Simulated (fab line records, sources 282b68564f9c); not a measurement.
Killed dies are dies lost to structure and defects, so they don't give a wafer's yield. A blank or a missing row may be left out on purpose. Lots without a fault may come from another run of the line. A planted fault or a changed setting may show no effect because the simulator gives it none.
A struck lot beside a sound one | flow rit_cmos | 17 steps out of a route of 202
Sound: wafers L771.1, L771.3, L771.4. Struck: wafers L776.2, L776.3, L776.5. The cause comes at the end.
At each step with rows: each side's tool, then ch and its chambers, then its first start. Under that, the readings that differ: sound wafers | struck wafers | difference of the means | sigmas: that difference in standard deviations of wafers without a fault.
alike: readings whose means differ by less than 2 such deviations, and words and numbers that are the same on both sides. not compared: withheld readings, readings that some wafer has no value for, bounds like >300 that may hide the same value, and numbers for which the record gives no deviation and whose values overlap.
The two part at a step that has a row with sigmas, a row that says differs or no value, or rows on one side only. Numbers that don't overlap but have no deviation are shown without sigmas and don't part them. A reading that every wafer of one side lacks parts them only if that side has two wafers or more.

first, 1 step without rows for these wafers: RIT_PRETRO_DEVELOP_05 (develop time 68 s).
RIT_PRETRO_OVL_MEAS_06:
  sound on overlay-02, day 5 15:14; struck on overlay-02, day 6 16:01
  alike: PRETRO_OVL
then, 2 steps without rows for these wafers: RIT_PRETRO_HARDBAKE_07 (time 120 s); RIT_PRETRO_IMPLANT_08.
RIT_PRETRO_STRIP_09: strips in O2, time 180 s.
  sound on plasma_asher-01 ch 0,1, day 5 15:40; struck on plasma_asher-02 ch 0, day 6 16:26
  alike: drypump_motor_current_A
  not compared: rf_hours_counter_h
RIT_PRETRO_TW_MEAS_10:
  sound on film_metro-03, day 5 15:51; struck on film_metro-02, day 6 16:38
  reading   | sound       | struck      | difference | sigmas
  PRETRO_TW | 469 469 470 | 486 487 485 | +17        | +2
then, 5 steps without rows for these wafers: RIT_GATE_WET_ETCH_00 (etches SiO2 in BOE, target depth 56 nm, time 60 s); RIT_GATE_CLEAN_01 (cleans in SC1, time 600 s); RIT_GATE_CLEAN_02 (cleans in dHF, time 30.96 s); RIT_GATE_CLEAN_03 (cleans in SC2, time 600 s); RIT_GATE_CLEAN_04 (cleans in dHF, time 60 s).
RIT_FOX2_THK_MEAS_91:
  sound on film_metro-01, day 5 16:30; struck on film_metro-01, day 6 17:07
  reading                     | sound       | struck      | difference | sigmas
  FIELD_OXIDE_LEFT_2_THK (nm) | 252 251 248 | 274 271 270 | +21        | +3
RIT_GATE_OXIDATION_05: target thk 3 nm, ox time 270 s.
  sound on furnace-01 ch 0, day 5 16:34; struck on furnace-01 ch 0, day 6 17:10
  reading                                     | sound             | struck           | difference | sigmas
  model.SiO2_of_GATE_OXIDATION_05.thk_nm (nm) | 3.143 3.117 3.091 | 3.274 3.181 3.25 | +0.118     |
  alike: ox_temp_c_max
then, 1 step without rows for these wafers: RIT_GATE_ANNEAL_06 (time 600 s).
RIT_GATE_THK_MEAS_07:
  sound on film_metro-01, day 5 17:53; struck on film_metro-01, day 6 18:30
  reading             | sound          | struck         | difference | sigmas
  GATE_OXIDE_THK (nm) | 3.11 3.10 3.08 | 3.32 3.20 3.28 | +0.17      | +3
then, 1 step without rows for these wafers: RIT_GATE_CVD_08 (deposits poly-Si from SiH4, target thk 250 nm, time 2220 s).
RIT_M1_PROBE_99:
  sound on prober-02, day 6 18:01; struck on prober-01, day 7 17:56
  reading                             | sound             | struck            | difference | sigmas
  model.etest.nmos_0p3.r_on_ohm_um    | 2219 2196 2189    | 2326 2257 2310    | +96        |
  model.etest.nmos_0p15.drive_ua_um   | 456.8 456.5 456.1 | 415.9 427.6 423.5 | -34.1      |
  model.etest.nmos_narrow.drive_ua_um | 216.4 222.7 224.2 | 192.4 201.8 196.8 | -24.1      |
  model.etest.nmos_0p3.drive_ua_um    | 215.7 217.7 220.5 | 195.4 202.5 198.2 | -19.3      |
  model.etest.pmos_0p15.drive_ua_um   | 248.7 245.8 244.7 | 236.5 241.2 235.4 | -8.7       |
  model.etest.pmos_0p3.drive_ua_um    | 95.43 95.34 95.59 | 91.05 94.5 90.64  | -3.39      |
  model.etest.pmos_narrow.drive_ua_um | 96.49 97.57 99.19 | 89.98 95.14 91.86 | -5.42      |
  alike: killed_at_contacts, killed_at_front_end, killed_dies, killed_open, killed_short
  not compared: model.etest.pmos_0p3.r_on_ohm_um

WHERE THEY PART
First at RIT_PRETRO_TW_MEAS_10; last, within this record, at RIT_GATE_THK_MEAS_07. Later steps at which nothing parts them and some readings are alike: RIT_M1_PROBE_99.

WHY: what the simulator had put in
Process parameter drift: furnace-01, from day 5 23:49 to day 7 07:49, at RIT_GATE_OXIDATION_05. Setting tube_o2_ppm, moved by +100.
